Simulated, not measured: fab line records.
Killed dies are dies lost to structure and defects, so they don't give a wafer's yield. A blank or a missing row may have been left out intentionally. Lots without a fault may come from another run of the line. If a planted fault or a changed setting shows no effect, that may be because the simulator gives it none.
Which of the tools did it? || flow berkeley-cmos170 || 7 lots with 21 wafers sampled at 2 steps, on a route of 331 steps

WHAT EACH GAUGE READ, for each wafer
UCB170_M1_CD_MEAS_90 targets a cd of 700 nm.
{"lot": "L201", "measured": "day 8 05:21", "on": "cd-sem-02", "cd-nm (nm)": "699.9 703.2 703.4"}
{"lot": "L203", "measured": "day 8 18:16", "on": "cd-sem-02", "cd-nm (nm)": "697.7 697.5 702.1"}
{"lot": "L206", "measured": "day 9 06:59", "on": "cd-sem-01", "cd-nm (nm)": "700.9 702.0 698.4"}
{"lot": "L208", "measured": "day 9 15:08", "on": "cd-sem-02", "cd-nm (nm)": "702.9 702.0 703.6"}
{"lot": "L209", "measured": "day 9 18:14", "on": "cd-sem-01", "cd-nm (nm)": "701.9 702.6 703.4"}
{"lot": "L218", "measured": "day 11 05:27", "on": "cd-sem-01", "cd-nm (nm)": "700.0 703.6 698.3"}
{"lot": "L221", "measured": "day 11 04:55", "on": "cd-sem-02", "cd-nm (nm)": "701.2 700.9 700.9"}

WHAT TOOL EACH LOT RAN ON (gives the tool, then ch and the chambers of the sampled wafers, and finally the start)
{"lot": "L201", "UCB170_PWELL_PEB_11": "litho-track-03 ch 0, day 4 02:45"}
{"lot": "L203", "UCB170_PWELL_PEB_11": "litho-track-03 ch 0, day 4 13:28"}
{"lot": "L206", "UCB170_PWELL_PEB_11": "litho-track-02 ch 0, day 5 13:47"}
{"lot": "L208", "UCB170_PWELL_PEB_11": "litho-track-03 ch 0, day 5 19:28"}
{"lot": "L209", "UCB170_PWELL_PEB_11": "litho-track-02 ch 0, day 5 19:52"}
{"lot": "L218", "UCB170_PWELL_PEB_11": "litho-track-04 ch 0, day 7 01:23"}
{"lot": "L221", "UCB170_PWELL_PEB_11": "litho-track-03 ch 0, day 7 12:11"}
- UCB170_PWELL_PEB_11

THE ANSWER, worked out from the rows above alone
Rule: the lots themselves supply what counts as usual. The widest of any qualifying gaps counts: lots, ordered by their means at a reading, are off when they make up no more than a third of the lots, leave a main group of 4 or more, and stand apart from it by 3 or more times the standard deviation of that group's means. A main group is skipped when, at the precision printed for the reading in the tables above, its means are all equal. Also off: a lot with no number at a reading for which 4 or more lots have one. All remaining lots with rows at the step are treated as sound.
Nothing can be told from this: no lot is off at any reading shown.

WHAT THE SIMULATOR HAD INSERTED
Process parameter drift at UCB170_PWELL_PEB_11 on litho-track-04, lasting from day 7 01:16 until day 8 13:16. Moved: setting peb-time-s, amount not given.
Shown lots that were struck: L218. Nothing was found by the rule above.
